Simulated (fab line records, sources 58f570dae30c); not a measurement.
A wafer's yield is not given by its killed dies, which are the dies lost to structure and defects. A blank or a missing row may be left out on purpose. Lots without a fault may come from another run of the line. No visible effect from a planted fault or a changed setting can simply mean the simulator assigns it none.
2 desks, one fault / flow berkeleyCmos170 / each desk has only its own numbers; what lay behind them comes last

TOOL OWNER'S DESK, lpcvd-02
The tool's own readings at UCB170_GATE_CVD_04 (deposits poly-Si from SiH4, time 1440 s, target thk 214 nm): means of the sampled wafers that have a number, for each lot that ran on this tool. Marked OUT: a lot whose mean sits more than 4 standard deviations from the usual mean, which makes it out of limits; the brackets give that distance.
Columns: A = spikeTcCentreC at UCB170_GATE_CVD_04, usual 613.1 C; B = spikeTcLoadC at UCB170_GATE_CVD_04, usual 632.0 C; C = spikeTcSourceC at UCB170_GATE_CVD_04, usual 629.0 C; D = susceptorTempC at UCB170_GATE_CVD_04, usual 610.03 C
lot=L861; first seen here=day 7 09:57; A=611.9; B=631.5; C=628.4; D=609.83
lot=L862; first seen here=day 7 09:57; A=614.0; B=630.7; C=629.0; D=610.09
lot=L870; first seen here=day 9 01:05; A=613.6; B=632.4; C=629.4; D=610.03
lot=L872; first seen here=day 9 18:38; A=614.4; B=633.2; C=629.6; D=610.23
lot=L874; first seen here=day 10 08:18; A=613.0; B=629.9; C=630.8; D=609.76
lot=L875; first seen here=day 10 08:18; A=613.0; B=633.0; C=628.6; D=609.93
lot=L877; first seen here=day 10 21:56; A=601.6 (-10) OUT; B=620.9 (-8.5) OUT; C=615.9 (-12) OUT; D=597.95 (-45) OUT
lot=L878; first seen here=day 10 21:56; A=601.6 (-10) OUT; B=620.8 (-8.6) OUT; C=616.4 (-11) OUT; D=598.20 (-44) OUT
lot=L879; first seen here=day 10 21:56; A=600.8 (-11) OUT; B=621.1 (-8.4) OUT; C=616.4 (-11) OUT; D=598.30 (-43) OUT
This desk finds L877, L878, L879 out of limits, L877 being first, at day 10 21:56 (spikeTcCentreC at UCB170_GATE_CVD_04). L861, L862, L870, L872, L874, L875: within limits.

METROLOGY DESK
Means of the sampled wafers that have a number, per lot and without regard to the tool the lot ran on: this is what the gauges read. Marked OUT: a lot whose mean sits more than 4 standard deviations from the usual mean, which makes it out of limits; the brackets give that distance.
Columns: A = SACOX_OXIDE_THK at UCB170_SACOX_THK_MEAS_02, usual 14.26 nm; B = FIELD_OXIDE_LEFT_2_THK at UCB170_FIELD_THK_MEAS_91, usual 354 nm; C = GATE_POLY_THK at UCB170_GATE_THK_MEAS_05, usual 213.4 nm
lot=L862; first seen here=day 6 01:59; A=14.02; B=354; C=214.7
lot=L861; first seen here=day 6 02:01; A=14.35; B=363; C=210.7
lot=L863; first seen here=day 6 14:19; A=14.73; B=366; C=211.3
lot=L864; first seen here=day 6 23:31; A=14.34; B=347; C=213.8
lot=L867; first seen here=day 7 09:23; A=14.24; B=355; C=209.4
lot=L870; first seen here=day 7 21:29; A=14.16; B=338; C=214.7
lot=L872; first seen here=day 8 17:58; A=14.08; B=361; C=211.9
lot=L874; first seen here=day 9 05:19; A=14.68; B=352; C=215.0
lot=L875; first seen here=day 9 05:20; A=14.24; B=353; C=214.7
lot=L879; first seen here=day 9 20:47; A=13.92; B=362; C=160.1 (-24) OUT
lot=L878; first seen here=day 9 20:48; A=14.23; B=362; C=164.4 (-22) OUT
lot=L877; first seen here=day 9 20:52; A=14.09; B=349; C=160.6 (-24) OUT
lot=L881; first seen here=day 10 07:52; A=14.23; B=362; C=211.7
lot=L882; first seen here=day 10 07:55; A=14.21; B=337; C=213.5
lot=L883; first seen here=day 10 07:55; A=14.27; B=359; C=212.0
This desk finds L877, L878, L879 out of limits, with the earliest case on L878 at day 10 23:22 (GATE_POLY_THK at UCB170_GATE_THK_MEAS_05). L862, L861, L863, L864, L867, L870, L872, L874, L875, L881, L882, L883: within limits.

BROUGHT TOGETHER
An alarm could have come from the tool owner's desk at day 10 21:56, on L877, L878, L879.
L877, L878, L879 would have let the metrology desk raise an alarm at day 10 23:22.
Every lot named ran UCB170_GATE_CVD_04 on lpcvd-02.

WHAT WAS PUT IN BY THE SIMULATOR
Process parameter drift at UCB170_GATE_CVD_04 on lpcvd-02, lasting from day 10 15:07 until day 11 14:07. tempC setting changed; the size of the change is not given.
Shown lots that were struck: L877, L878, L879.
Hours from the fault's start to each desk's first reading out of limits: the tool owner's desk, 7; the metrology desk, 8.
